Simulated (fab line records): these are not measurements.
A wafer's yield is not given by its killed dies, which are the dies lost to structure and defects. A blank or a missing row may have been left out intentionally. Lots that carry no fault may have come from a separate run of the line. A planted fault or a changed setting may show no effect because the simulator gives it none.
fab line records :: flow rit-cmos
[record]
  lots = 6
  wafers = 18
  last-day = 7
route steps=202 shown GATE@93 REOX@98 NLDD@103 M1@202
lots that met no fault: from a run of the same line without faults
start-h: start of the lot's first displayed wafer, in hours after the record's first day :: wait-h: hours since the lot's step before :: " identical to the entry in the row above :: L1.1+2: a row that stands for several wafers :: - value missing, or start not given :: * or withheld: withheld :: < > ~ a bound
route shown NAME@n: NAME is a module with steps in the file, n the number in the route of the first one :: usual: the fault-free wafers' mean and standard deviation :: same: alike in all rows :: chamber/n: place in a boat :: sites: per-site readings :: _std_site: standard deviation across them :: _edge_site: the outer-site mean with the inner-site mean subtracted :: radius-mm: for every site, how far away it sits from the centre of the wafer :: mask NAME#n: copy n :: behind: the most recent tool/chamber to have shaped the wafer :: hold: reason for holding the lot/hours on hold/outcome of the hold :: device: the transistor (n, p or np) that didn't switch :: end of line: the tests these same wafers got at the end of their route :: a step given without rows: its recipe and nothing more :: killed: at the first sort, the dies lost to defects and structure; wafer yield is something else :: map: dies across one wafer; x = killed, . = not, _ = none there
set.NAME: the setting the step ran with; set.NAME@STEP: the setting that earlier step ran with :: model.NAME: the simulator's own value behind a step, which no gauge read
certain route steps with their lots: each step a table, each wafer a row
services: the hour from which a tool's chamber was out of use, counted from the record's first day as start-h (under 0 if before that day), plus the number of hours and why
[[steps]]
[step RIT_GATE_OVL_MEAS_17]
[usual]
  GATE_OVL = 0.5/1.4
lot.wafer: L255.3
tool: overlay-02
chamber: -
start-h: 52.24
wait-h: 0.1
GATE_OVL[nm]: 3.5

lot.wafer: L255.4
tool: overlay-02
chamber: -
start-h: 52.24
wait-h: 0.1
GATE_OVL[nm]: 2.5

lot.wafer: L255.5
tool: overlay-02
chamber: -
start-h: 52.24
wait-h: 0.1
GATE_OVL[nm]: 2.5

lot.wafer: L258.3
tool: overlay-02
chamber: -
start-h: 66.10
wait-h: 0.1
GATE_OVL[nm]: 4.4

lot.wafer: L258.4
tool: overlay-02
chamber: -
start-h: 66.10
wait-h: 0.1
GATE_OVL[nm]: 3.2

lot.wafer: L258.5
tool: overlay-02
chamber: -
start-h: 66.10
wait-h: 0.1
GATE_OVL[nm]: 1.0

lot.wafer: L261.2
tool: overlay-02
chamber: -
start-h: 82.83
wait-h: 0.1
GATE_OVL[nm]: 2.4

lot.wafer: L261.3
tool: overlay-02
chamber: -
start-h: 82.83
wait-h: 0.1
GATE_OVL[nm]: 2.1

lot.wafer: L261.6
tool: overlay-02
chamber: -
start-h: 82.83
wait-h: 0.1
GATE_OVL[nm]: 0.9

lot.wafer: L263.2
tool: overlay-02
chamber: -
start-h: 91.22
wait-h: 0.1
GATE_OVL[nm]: 0.3

lot.wafer: L263.3
tool: overlay-02
chamber: -
start-h: 91.22
wait-h: 0.1
GATE_OVL[nm]: 2.5

lot.wafer: L263.6
tool: overlay-02
chamber: -
start-h: 91.22
wait-h: 0.1
GATE_OVL[nm]: 2.3

lot.wafer: L268.1
tool: overlay-02
chamber: -
start-h: 116.68
wait-h: 0.1
GATE_OVL[nm]: 2.5

lot.wafer: L268.5
tool: overlay-02
chamber: -
start-h: 116.68
wait-h: 0.1
GATE_OVL[nm]: 2.7

lot.wafer: L268.6
tool: overlay-02
chamber: -
start-h: 116.68
wait-h: 0.1
GATE_OVL[nm]: 3.1

lot.wafer: L272.2
tool: overlay-02
chamber: -
start-h: 138.87
wait-h: 0.1
GATE_OVL[nm]: -0.3

lot.wafer: L272.3
tool: overlay-02
chamber: -
start-h: 138.87
wait-h: 0.1
GATE_OVL[nm]: -0.2

lot.wafer: L272.5
tool: overlay-02
chamber: -
start-h: 138.87
wait-h: 0.1
GATE_OVL[nm]: 0.1
[step RIT_GATE_HARDBAKE_18]
[recipe]
  resist = NOVOLAK
  temp-c = 140
  time-s = 60
[step RIT_GATE_ETCH_19]
[recipe]
  chemistry = SF6/CHF3/O2
  time-s = 165
  SF6_flow_sccm = 30
  CHF3_flow_sccm = 30
  O2_flow_sccm = 5
  target = poly-Si
  pressure-mtorr = 40
  rf-w = 160
  target-depth-a = 3125
  over-etch-frac = 0.25
  stop-on = SiO2
[usual]
  drypump-motor-current-A = 5.7/0.36
  oes-product-au = 0.841/0.01
  throttle-valve-pct = 10.27/0.15
lot.wafer: L255.3
tool: rie-si-02
chamber: 3
start-h: 52.42
wait-h: 0.1
drypump-motor-current-A: 5.8
oes-product-au: 0.840
rf-hours-counter-h: 72
throttle-valve-pct: 10.11

lot.wafer: L255.4
tool: rie-si-02
chamber: 2
start-h: 52.42
wait-h: 0.1
drypump-motor-current-A: 5.9
oes-product-au: 0.831
rf-hours-counter-h: 1
throttle-valve-pct: 10.18

lot.wafer: L255.5
tool: rie-si-02
chamber: 3
start-h: 52.42
wait-h: 0.1
drypump-motor-current-A: 5.8
oes-product-au: 0.837
rf-hours-counter-h: -
throttle-valve-pct: 10.10

lot.wafer: L258.3
tool: rie-si-01
chamber: 3
start-h: 66.27
wait-h: 0.1
drypump-motor-current-A: 6.0
oes-product-au: 0.824
rf-hours-counter-h: 1
throttle-valve-pct: 10.56

lot.wafer: L258.4
tool: rie-si-01
chamber: 1
start-h: 66.27
wait-h: 0.1
drypump-motor-current-A: 6.3
oes-product-au: 0.851
rf-hours-counter-h: 6
throttle-valve-pct: 10.27

lot.wafer: L258.5
tool: rie-si-01
chamber: 2
start-h: 66.27
wait-h: 0.1
drypump-motor-current-A: 5.4
oes-product-au: 0.851
rf-hours-counter-h: -
throttle-valve-pct: 10.14

lot.wafer: L261.2
tool: rie-si-02
chamber: 3
start-h: 83.01
wait-h: 0.1
drypump-motor-current-A: 5.8
oes-product-au: 0.844
rf-hours-counter-h: 72
throttle-valve-pct: 10.10

lot.wafer: L261.3
tool: rie-si-02
chamber: 0
start-h: 83.01
wait-h: 0.1
drypump-motor-current-A: 5.0
oes-product-au: 0.835
rf-hours-counter-h: 93
throttle-valve-pct: 10.26

lot.wafer: L261.6
tool: rie-si-02
chamber: 2
start-h: 83.01
wait-h: 0.1
drypump-motor-current-A: 5.9
oes-product-au: 0.841
rf-hours-counter-h: -
throttle-valve-pct: 10.17

lot.wafer: L263.2
tool: rie-si-01
chamber: 3
start-h: 91.40
wait-h: 0.1
drypump-motor-current-A: 6.0
oes-product-au: 0.830
rf-hours-counter-h: 2
throttle-valve-pct: 10.55

lot.wafer: L263.3
tool: rie-si-01
chamber: 1
start-h: 91.40
wait-h: 0.1
drypump-motor-current-A: 6.3
oes-product-au: 0.844
rf-hours-counter-h: 6
throttle-valve-pct: 10.24

lot.wafer: L263.6
tool: rie-si-01
chamber: 0
start-h: 91.40
wait-h: 0.1
drypump-motor-current-A: 5.7
oes-product-au: 0.831
rf-hours-counter-h: -
throttle-valve-pct: 10.42

lot.wafer: L268.1
tool: rie-si-01
chamber: 3
start-h: 116.87
wait-h: 0.1
drypump-motor-current-A: 6.0
oes-product-au: 0.829
rf-hours-counter-h: 2
throttle-valve-pct: 10.54

lot.wafer: L268.5
tool: rie-si-01
chamber: 1
start-h: 116.87
wait-h: 0.1
drypump-motor-current-A: 6.3
oes-product-au: 0.855
rf-hours-counter-h: -
throttle-valve-pct: 10.27

lot.wafer: L268.6
tool: rie-si-01
chamber: 0
start-h: 116.87
wait-h: 0.1
drypump-motor-current-A: 5.7
oes-product-au: 0.840
rf-hours-counter-h: -
throttle-valve-pct: 10.40

lot.wafer: L272.2
tool: rie-si-01
chamber: 0
start-h: 139.05
wait-h: 0.1
drypump-motor-current-A: 5.7
oes-product-au: 0.837
rf-hours-counter-h: 53
throttle-valve-pct: 10.42

lot.wafer: L272.3
tool: rie-si-01
chamber: 3
start-h: 139.05
wait-h: 0.1
drypump-motor-current-A: 6.0
oes-product-au: 0.829
rf-hours-counter-h: 2
throttle-valve-pct: 10.55

lot.wafer: L272.5
tool: rie-si-01
chamber: 1
start-h: 139.05
wait-h: 0.1
drypump-motor-current-A: 6.3
oes-product-au: 0.843
rf-hours-counter-h: -
throttle-valve-pct: 10.27
[step RIT_GATE_STRIP_20]
[recipe]
  chemistry = O2
  time-s = 180
  resist = NOVOLAK
  platen-temp-c = withheld
  power-w = 500
  pressure-mtorr = 4000
  o2-flow-sccm = 4000
[usual]
  drypump-motor-current-A = 5.7/0.34
lot.wafer: L255.3
tool: plasma-asher-01
chamber: 1
start-h: 52.58
wait-h: 0.1
drypump-motor-current-A: 5.7
rf-hours-counter-h: -

lot.wafer: L255.4
tool: plasma-asher-01
chamber: 0
start-h: 52.58
wait-h: 0.1
drypump-motor-current-A: 6.2
rf-hours-counter-h: -

lot.wafer: L255.5
tool: plasma-asher-01
chamber: 1
start-h: 52.58
wait-h: 0.1
drypump-motor-current-A: 5.8
rf-hours-counter-h: -

lot.wafer: L258.3
tool: plasma-asher-04
chamber: 0
start-h: 66.44
wait-h: 0.1
drypump-motor-current-A: 5.4
rf-hours-counter-h: -

lot.wafer: L258.4
tool: plasma-asher-04
chamber: 1
start-h: 66.44
wait-h: 0.1
drypump-motor-current-A: 5.0
rf-hours-counter-h: -

lot.wafer: L258.5
tool: plasma-asher-04
chamber: 1
start-h: 66.44
wait-h: 0.1
drypump-motor-current-A: 5.0
rf-hours-counter-h: -

lot.wafer: L261.2
tool: plasma-asher-02
chamber: 0
start-h: 83.11
wait-h: 0.1
drypump-motor-current-A: 5.7
rf-hours-counter-h: 36

lot.wafer: L261.3
tool: plasma-asher-02
chamber: 1
start-h: 83.11
wait-h: 0.1
drypump-motor-current-A: 5.6
rf-hours-counter-h: -

lot.wafer: L261.6
tool: plasma-asher-02
chamber: 0
start-h: 83.11
wait-h: 0.1
drypump-motor-current-A: 5.7
rf-hours-counter-h: -

lot.wafer: L263.2
tool: plasma-asher-01
chamber: 0
start-h: 91.50
wait-h: 0.1
drypump-motor-current-A: 6.2
rf-hours-counter-h: 32

lot.wafer: L263.3
tool: plasma-asher-01
chamber: 1
start-h: 91.50
wait-h: 0.1
drypump-motor-current-A: 5.8
rf-hours-counter-h: -

lot.wafer: L263.6
tool: plasma-asher-01
chamber: 0
start-h: 91.50
wait-h: 0.1
drypump-motor-current-A: 6.2
rf-hours-counter-h: -

lot.wafer: L268.1
tool: plasma-asher-04
chamber: 0
start-h: 116.98
wait-h: 0.1
drypump-motor-current-A: 5.4
rf-hours-counter-h: 54

lot.wafer: L268.5
tool: plasma-asher-04
chamber: 0
start-h: 116.98
wait-h: 0.1
drypump-motor-current-A: 5.4
rf-hours-counter-h: -

lot.wafer: L268.6
tool: plasma-asher-04
chamber: 1
start-h: 116.98
wait-h: 0.1
drypump-motor-current-A: 5.0
rf-hours-counter-h: -

lot.wafer: L272.2
tool: plasma-asher-01
chamber: 1
start-h: 139.16
wait-h: 0.1
drypump-motor-current-A: 5.8
rf-hours-counter-h: 38

lot.wafer: L272.3
tool: plasma-asher-01
chamber: 1
start-h: 139.16
wait-h: 0.1
drypump-motor-current-A: 5.8
rf-hours-counter-h: -

lot.wafer: L272.5
tool: plasma-asher-01
chamber: 0
start-h: 139.16
wait-h: 0.1
drypump-motor-current-A: 6.2
rf-hours-counter-h: -
[step RIT_GATE_CD_MEAS_90]
[recipe]
  target-cd-nm = 150
[usual]
  cd-nm = 150.2/2.4
lot.wafer: L255.3
tool: cd-sem-02
chamber: -
start-h: 52.74
wait-h: 0.1
cd-nm: 151.4

lot.wafer: L255.4
tool: cd-sem-02
chamber: -
start-h: 52.74
wait-h: 0.1
cd-nm: 147.6

lot.wafer: L255.5
tool: cd-sem-02
chamber: -
start-h: 52.74
wait-h: 0.1
cd-nm: 149.2

lot.wafer: L258.3
tool: cd-sem-01
chamber: -
start-h: 66.59
wait-h: 0.1
cd-nm: 147.8

lot.wafer: L258.4
tool: cd-sem-01
chamber: -
start-h: 66.59
wait-h: 0.1
cd-nm: 148.1

lot.wafer: L258.5
tool: cd-sem-01
chamber: -
start-h: 66.59
wait-h: 0.1
cd-nm: 148.0

lot.wafer: L261.2
tool: cd-sem-02
chamber: -
start-h: 83.31
wait-h: 0.1
cd-nm: 151.1

lot.wafer: L261.3
tool: cd-sem-02
chamber: -
start-h: 83.31
wait-h: 0.1
cd-nm: 151.1

lot.wafer: L261.6
tool: cd-sem-02
chamber: -
start-h: 83.31
wait-h: 0.1
cd-nm: 151.3

lot.wafer: L263.2
tool: cd-sem-01
chamber: -
start-h: 91.70
wait-h: 0.1
cd-nm: 150.1

lot.wafer: L263.3
tool: cd-sem-01
chamber: -
start-h: 91.70
wait-h: 0.1
cd-nm: 150.1

lot.wafer: L263.6
tool: cd-sem-01
chamber: -
start-h: 91.70
wait-h: 0.1
cd-nm: 152.7

lot.wafer: L268.1
tool: cd-sem-01
chamber: -
start-h: 117.15
wait-h: 0.1
cd-nm: 150.1

lot.wafer: L268.5
tool: cd-sem-01
chamber: -
start-h: 117.15
wait-h: 0.1
cd-nm: 148.4

lot.wafer: L268.6
tool: cd-sem-01
chamber: -
start-h: 117.15
wait-h: 0.1
cd-nm: 148.9

lot.wafer: L272.2
tool: cd-sem-01
chamber: -
start-h: 139.35
wait-h: 0.1
cd-nm: 153.3

lot.wafer: L272.3
tool: cd-sem-01
chamber: -
start-h: 139.35
wait-h: 0.1
cd-nm: 151.0

lot.wafer: L272.5
tool: cd-sem-01
chamber: -
start-h: 139.35
wait-h: 0.1
cd-nm: 149.9
[step RIT_REOX_CLEAN_00]
[recipe]
  chemistry = SC1
  mix = 3:3:50
  time-s = 600
  temp-c = 75
[step RIT_REOX_CLEAN_01]
[recipe]
  chemistry = dHF
  dilution = 50:1
  time-s = 30
[step RIT_REOX_CLEAN_02]
[recipe]
  chemistry = SC2
  mix = 3:3:50
  time-s = 600
  temp-c = 75
  dry = n2-spin
[step RIT_REOX_OXIDATION_03]
[recipe]
  temp-c = 900
  ambient = O2
  target-thk-a = 252
  ox-time-s = 5580
[step RIT_REOX_THK_MEAS_04]
[recipe]
  reads = SiO2_of_REOX_OXIDATION_03
[usual]
  REOX_OXIDE_THK = 25.4/0.5
lot.wafer: L255.3
tool: film-metro-02
chamber: -
start-h: 55.77
wait-h: 0.0
REOX_OXIDE_THK[nm]: 25.1

lot.wafer: L255.4
tool: film-metro-02
chamber: -
start-h: 55.77
wait-h: 0.0
REOX_OXIDE_THK[nm]: 25.6

lot.wafer: L255.5
tool: film-metro-02
chamber: -
start-h: 55.77
wait-h: 0.0
REOX_OXIDE_THK[nm]: 25.5

lot.wafer: L258.3
tool: film-metro-03
chamber: -
start-h: 69.61
wait-h: 0.0
REOX_OXIDE_THK[nm]: 26.3

lot.wafer: L258.4
tool: film-metro-03
chamber: -
start-h: 69.61
wait-h: 0.0
REOX_OXIDE_THK[nm]: 25.6

lot.wafer: L258.5
tool: film-metro-03
chamber: -
start-h: 69.61
wait-h: 0.0
REOX_OXIDE_THK[nm]: 25.3

lot.wafer: L261.2
tool: film-metro-02
chamber: -
start-h: 86.34
wait-h: 0.0
REOX_OXIDE_THK[nm]: 25.1

lot.wafer: L261.3
tool: film-metro-02
chamber: -
start-h: 86.34
wait-h: 0.0
REOX_OXIDE_THK[nm]: 25.5

lot.wafer: L261.6
tool: film-metro-02
chamber: -
start-h: 86.34
wait-h: 0.0
REOX_OXIDE_THK[nm]: 24.8

lot.wafer: L263.2
tool: film-metro-01
chamber: -
start-h: 94.73
wait-h: 0.0
REOX_OXIDE_THK[nm]: 26.0

lot.wafer: L263.3
tool: film-metro-01
chamber: -
start-h: 94.73
wait-h: 0.0
REOX_OXIDE_THK[nm]: 25.9

lot.wafer: L263.6
tool: film-metro-01
chamber: -
start-h: 94.73
wait-h: 0.0
REOX_OXIDE_THK[nm]: 25.6

lot.wafer: L268.1
tool: film-metro-01
chamber: -
start-h: 120.22
wait-h: 0.0
REOX_OXIDE_THK[nm]: 25.8

lot.wafer: L268.5
tool: film-metro-01
chamber: -
start-h: 120.22
wait-h: 0.0
REOX_OXIDE_THK[nm]: 25.7

lot.wafer: L268.6
tool: film-metro-01
chamber: -
start-h: 120.22
wait-h: 0.0
REOX_OXIDE_THK[nm]: 25.4

lot.wafer: L272.2
tool: film-metro-01
chamber: -
start-h: 142.68
wait-h: 0.0
REOX_OXIDE_THK[nm]: 26.3

lot.wafer: L272.3
tool: film-metro-01
chamber: -
start-h: 142.68
wait-h: 0.0
REOX_OXIDE_THK[nm]: 26.3

lot.wafer: L272.5
tool: film-metro-01
chamber: -
start-h: 142.68
wait-h: 0.0
REOX_OXIDE_THK[nm]: 25.9
[step RIT_NLDD_HMDS_00]
[recipe]
  prime-time-s = 60
  prime-temp-c = 140
[step RIT_NLDD_COAT_01]
[recipe]
  resist = NOVOLAK
  spin-rpm = 3250
  resist-thk-nm = 1000
[step RIT_NLDD_SOFTBAKE_02]
[recipe]
  resist = NOVOLAK
  temp-c = 90
  time-s = 60
[usual]
  chill-plate-temp-C = 22.99/0.1
  exhaust-pa = 45.0/0.91
  heater-power-total-W = 34.56/0.051
  plate-temp-C = 89.95/0.11
lot.wafer: L255.3
tool: litho-track-04
chamber: 0
start-h: 56.30
wait-h: 0.1
chill-plate-temp-C: 22.99
exhaust-pa: 44.4
heater-power-total-W: 34.50
plate-temp-C: 90.07

lot.wafer: L255.4
tool: litho-track-04
chamber: 0
start-h: 56.30
wait-h: 0.1
chill-plate-temp-C: 22.94
exhaust-pa: 45.9
heater-power-total-W: 34.58
plate-temp-C: 89.99

lot.wafer: L255.5
tool: litho-track-04
chamber: 0
start-h: 56.30
wait-h: 0.1
chill-plate-temp-C: 22.90
exhaust-pa: 46.1
heater-power-total-W: 34.63
plate-temp-C: 89.95

lot.wafer: L258.3
tool: litho-track-02
chamber: 0
start-h: 70.00
wait-h: 0.1
chill-plate-temp-C: 22.92
exhaust-pa: 43.6
heater-power-total-W: 34.58
plate-temp-C: 89.98

lot.wafer: L258.4
tool: litho-track-02
chamber: 0
start-h: 70.00
wait-h: 0.1
chill-plate-temp-C: 22.99
exhaust-pa: 42.7
heater-power-total-W: 34.57
plate-temp-C: 89.90

lot.wafer: L258.5
tool: litho-track-02
chamber: 0
start-h: 70.00
wait-h: 0.1
chill-plate-temp-C: 22.98
exhaust-pa: 44.1
heater-power-total-W: 34.64
plate-temp-C: 90.08

lot.wafer: L261.2
tool: litho-track-04
chamber: 0
start-h: 86.71
wait-h: 0.1
chill-plate-temp-C: 22.97
exhaust-pa: 45.4
heater-power-total-W: 34.95
plate-temp-C: 90.65

lot.wafer: L261.3
tool: litho-track-04
chamber: 0
start-h: 86.71
wait-h: 0.1
chill-plate-temp-C: 22.97
exhaust-pa: 44.5
heater-power-total-W: 34.86
plate-temp-C: 90.64

lot.wafer: L261.6
tool: litho-track-04
chamber: 0
start-h: 86.71
wait-h: 0.1
chill-plate-temp-C: 22.97
exhaust-pa: 45.3
heater-power-total-W: 34.94
plate-temp-C: 90.76

lot.wafer: L263.2
tool: litho-track-04
chamber: 0
start-h: 95.10
wait-h: 0.1
chill-plate-temp-C: 23.09
exhaust-pa: 45.9
heater-power-total-W: 34.99
plate-temp-C: 90.71

lot.wafer: L263.3
tool: litho-track-04
chamber: 0
start-h: 95.10
wait-h: 0.1
chill-plate-temp-C: 23.06
exhaust-pa: 45.3
heater-power-total-W: 34.94
plate-temp-C: 90.68

lot.wafer: L263.6
tool: litho-track-04
chamber: 0
start-h: 95.10
wait-h: 0.1
chill-plate-temp-C: 22.93
exhaust-pa: 45.5
heater-power-total-W: 34.89
plate-temp-C: 90.60

lot.wafer: L268.1
tool: litho-track-02
chamber: 0
start-h: 120.58
wait-h: 0.1
chill-plate-temp-C: 23.13
exhaust-pa: 46.1
heater-power-total-W: 34.62
plate-temp-C: 90.01

lot.wafer: L268.5
tool: litho-track-02
chamber: 0
start-h: 120.58
wait-h: 0.1
chill-plate-temp-C: 23.26
exhaust-pa: 45.6
heater-power-total-W: 34.60
plate-temp-C: 89.83

lot.wafer: L268.6
tool: litho-track-02
chamber: 0
start-h: 120.58
wait-h: 0.1
chill-plate-temp-C: 23.16
exhaust-pa: 44.4
heater-power-total-W: 34.61
plate-temp-C: 89.99

lot.wafer: L272.2
tool: litho-track-03
chamber: 0
start-h: 143.05
wait-h: 0.1
chill-plate-temp-C: 22.79
exhaust-pa: 44.9
heater-power-total-W: 34.56
plate-temp-C: 89.93

lot.wafer: L272.3
tool: litho-track-03
chamber: 0
start-h: 143.05
wait-h: 0.1
chill-plate-temp-C: 22.93
exhaust-pa: 44.8
heater-power-total-W: 34.61
plate-temp-C: 89.93

lot.wafer: L272.5
tool: litho-track-03
chamber: 0
start-h: 143.05
wait-h: 0.1
chill-plate-temp-C: 22.95
exhaust-pa: 45.8
heater-power-total-W: 34.57
plate-temp-C: 89.78
[step RIT_NLDD_EXPOSE_03]
[recipe]
  mask-id = M7
  na = 0.57
  target-cd-nm = 40700
  dose-mj = 250
[step RIT_M1_PROBE_99]
[usual]
  killed-at-contacts = 0.1/0.24
  killed-at-front-end = 7/3
  killed-dies = 7/3
  killed-on-rim = 1.9/1.4
  killed-open = 3.2/1.8
  killed-short = 3.5/2.1
[same]
  gross-dies = 264
  killed_at_M0_to_M3 = 0
  killed_at_M4_up = 0
  killed-at-back-side = 0
  killed-at-other = 0
lot.wafer: L255.3
tool: prober-02
chamber: -
start-h: 73.06
wait-h: 0.2
killed-at-contacts: 0
killed-at-front-end: 4
killed-dies: 4
killed-on-rim: 1
killed-open: 1
killed-short: 3

lot.wafer: L255.4
tool: prober-02
chamber: -
start-h: 73.11
wait-h: 0.2
killed-at-contacts: 0
killed-at-front-end: 7
killed-dies: 7
killed-on-rim: 3
killed-open: 5
killed-short: 2

lot.wafer: L255.5
tool: prober-02
chamber: -
start-h: 73.16
wait-h: 0.2
killed-at-contacts: 1
killed-at-front-end: 5
killed-dies: 6
killed-on-rim: 0
killed-open: 1
killed-short: 5

lot.wafer: L258.3
tool: prober-02
chamber: -
start-h: 86.10
wait-h: 0.2
killed-at-contacts: 0
killed-at-front-end: 10
killed-dies: 10
killed-on-rim: 3
killed-open: 7
killed-short: 3

lot.wafer: L258.4
tool: prober-02
chamber: -
start-h: 86.15
wait-h: 0.2
killed-at-contacts: 0
killed-at-front-end: 7
killed-dies: 7
killed-on-rim: 1
killed-open: 3
killed-short: 4

lot.wafer: L258.5
tool: prober-02
chamber: -
start-h: 86.20
wait-h: 0.2
killed-at-contacts: 0
killed-at-front-end: 12
killed-dies: 12
killed-on-rim: 4
killed-open: 5
killed-short: 7

lot.wafer: L268.1
tool: prober-02
chamber: -
start-h: 139.31
wait-h: 0.1
killed-at-contacts: 0
killed-at-front-end: 4
killed-dies: 4
killed-on-rim: 2
killed-open: 2
killed-short: 2

lot.wafer: L268.5
tool: prober-02
chamber: -
start-h: 139.51
wait-h: 0.2
killed-at-contacts: 0
killed-at-front-end: 7
killed-dies: 7
killed-on-rim: 1
killed-open: 5
killed-short: 2

lot.wafer: L268.6
tool: prober-02
chamber: -
start-h: 139.56
wait-h: 0.2
killed-at-contacts: 0
killed-at-front-end: 4
killed-dies: 4
killed-on-rim: 1
killed-open: 1
killed-short: 3

lot.wafer: L272.2
tool: prober-02
chamber: -
start-h: 159.52
wait-h: 0.1
killed-at-contacts: 0
killed-at-front-end: 5
killed-dies: 5
killed-on-rim: 0
killed-open: 3
killed-short: 2

lot.wafer: L272.3
tool: prober-02
chamber: -
start-h: 159.57
wait-h: 0.2
killed-at-contacts: 0
killed-at-front-end: 7
killed-dies: 7
killed-on-rim: 2
killed-open: 5
killed-short: 2

lot.wafer: L272.5
tool: prober-02
chamber: -
start-h: 159.67
wait-h: 0.2
killed-at-contacts: 0
killed-at-front-end: 7
killed-dies: 7
killed-on-rim: 4
killed-open: 2
killed-short: 5
// killed by level:class
L255.3 GATE:geometric-particle:short=1 REOX:geometric-particle:short=1 SPACER:geometric-particle:short=1 SILICIDE:geometric-particle:open=1
L255.4 REOX:geometric-particle:open=2 FOX1:geometric-particle:open=1 FOX1:geometric-particle:short=1 GATE:geometric-particle:open=1 SILICIDE:geometric-particle:short=1 SILICIDE:geometric-particle:open=1
L255.5 REOX:geometric-particle:short=2 GATE:geometric-particle:short=1 SILICIDE:geometric-particle:short=1 SILICIDE:geometric-particle:open=1 CONTACT:geometric-particle:short=1
L258.3 GATE:geometric-particle:open=3 GATE:geometric-particle:short=2 FOX1:geometric-particle:open=1 FOX2:geometric-particle:open=1 REOX:geometric-particle:open=1 SILICIDE:geometric-particle:open=1 SILICIDE:geometric-particle:short=1
L258.4 GATE:geometric-particle:short=3 REOX:geometric-particle:open=2 SILICIDE:geometric-particle:short=1 SILICIDE:geometric-particle:open=1
L258.5 GATE:geometric-particle:open=2 GATE:geometric-particle:short=2 SPACER:geometric-particle:short=2 FOX1:geometric-particle:open=1 FOX1:geometric-particle:short=1 FOX2:geometric-particle:short=1 REOX:geometric-particle:short=1 SPACER:geometric-particle:open=1
L268.1 FOX1:geometric-particle:short=1 FOX2:geometric-particle:open=1 GATE:geometric-particle:short=1 SILICIDE:geometric-particle:open=1
L268.5 FOX1:geometric-particle:open=2 REOX:geometric-particle:open=2 FOX1:geometric-particle:short=1 REOX:geometric-particle:short=1 SILICIDE:geometric-particle:open=1
L268.6 SILICIDE:geometric-particle:short=2 GATE:geometric-particle:open=1 REOX:geometric-particle:short=1
L272.2 GATE:geometric-particle:open=1 SPACER:geometric-particle:short=1 SPACER:geometric-particle:open=1 SILICIDE:geometric-particle:open=1 SILICIDE:geometric-particle:short=1
L272.3 FOX2:geometric-particle:open=3 FOX1:geometric-particle:open=2 GATE:geometric-particle:short=2
L272.5 GATE:geometric-particle:short=2 SILICIDE:geometric-particle:short=2 FOX2:geometric-particle:open=1 FOX2:geometric-particle:short=1 SPACER:geometric-particle:open=1
[[services]]
tool: rie-si-01
chamber: 1
start-h: 44.13
hours: 4.1
kind: repair

tool: rie-si-02
chamber: -
start-h: 56.12
hours: 0.7
kind: repair

tool: rie-si-02
chamber: -
start-h: 84.38
hours: 14.6
kind: pm

tool: rie-si-01
chamber: 2
start-h: 98.30
hours: -
kind: clean

tool: rie-si-01
chamber: 2
start-h: 98.30
hours: 20.1
kind: scheduled-down

tool: rie-si-01
chamber: 2
start-h: 98.30
hours: 20.1
kind: vent-cycle

tool: plasma-asher-02
chamber: -
start-h: 108.75
hours: 9.0
kind: pm

tool: plasma-asher-02
chamber: 0
start-h: 108.75
hours: 9.0
kind: vent-cycle

tool: plasma-asher-02
chamber: 1
start-h: 108.75
hours: 9.0
kind: vent-cycle

tool: plasma-asher-02
chamber: 0
start-h: 117.75
hours: -
kind: clean

tool: plasma-asher-02
chamber: 1
start-h: 117.75
hours: -
kind: clean

tool: rie-si-01
chamber: -
start-h: 121.14
hours: 1.0
kind: repair
[[key]]
[first-sign]
  step = RIT_NLDD_SOFTBAKE_02
  reading = heater-power-total-W
  direction = up
  sigmas = 7.1
  usual = 34.56
  struck = 34.93
[effect]
  step = RIT_NLDD_SOFTBAKE_02
  reading = plate-temp-C
  direction = up
  sigmas = 6.6
  usual = *
  struck = *
met-at RIT_NLDD_SOFTBAKE_02
struck-wafers L261.2,L261.3,L261.6,L263.2,L263.3,L263.6
tester-left-out L261,L263
onset-between 56.30 86.71
[fault]
  kind = process-parameter-drift
  tool = litho-track-04
  chamber = -
  onset-h = 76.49
  steps = RIT_NLDD_SOFTBAKE_02
  channel = temp-c
  offset = *
  shape = step
  end-h = 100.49
  acts-in = *
  stated = *
// tester-left-out: of these lots the tester's yield and bins aren't shown, on N5 and GAA mostly nor the transistor test; their killed dies are dies lost to structure and defects alone, not to doping, threshold or leakage, so they don't give the yield
